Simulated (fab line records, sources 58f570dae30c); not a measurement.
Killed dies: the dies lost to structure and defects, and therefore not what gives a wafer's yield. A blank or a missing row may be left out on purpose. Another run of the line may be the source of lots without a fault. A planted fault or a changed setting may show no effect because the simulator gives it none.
Matching of chambers	flow berkeley-cmos170	UCB170_SPACER_CVD_00 on pecvd-03 has 3 sister chambers
The step deposits SiO2 from TEOS/O2, target thk 376 nm, time 47 s. 3 wafers are shown with their chamber, then 7 later ones without.

EACH WAFER AND ITS CHAMBER
wafer	chamber	heater-power-w (W)
L663.4	2	198
L665.3	1	281
L665.5	0	188

WAFERS MISSING THEIR CHAMBER
wafer	heater-power-w (W)
L665.6	283
L674.1	275
L674.3	204
L674.5	283
L678.2	240
L678.4	203
L678.6	249

THE CHAMBER EACH PASSED THROUGH
wafer	from the rows above	in truth
L665.6	1	1
L674.1	1	1
L674.3	can't be placed: 2 or 0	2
L674.5	1	1
L678.2	can't be placed: 1 or 2 or 0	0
L678.4	can't be placed: 2 or 0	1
L678.6	can't be placed: 1 or 2 or 0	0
3 of 7 placed correctly. Unplaceable from these rows: 4, with the true chamber sitting among the candidates in 3. Number placed wrongly: 0.
How it was worked out, from the rows above alone: a wafer's distance from a chamber is the root of the sum, over the readings, of the square of ((its reading less the chamber's mean) divided by the reading's scatter). If the next closest chamber is less than 2 further off than the closest, the wafer can't be placed; otherwise it belongs to the closest. For every chamber, the mean is computed from those of its wafers that are shown. The scatter: with one shown wafer a chamber, the root of the mean of the squares of how far each hidden wafer lies from its nearest shown one.
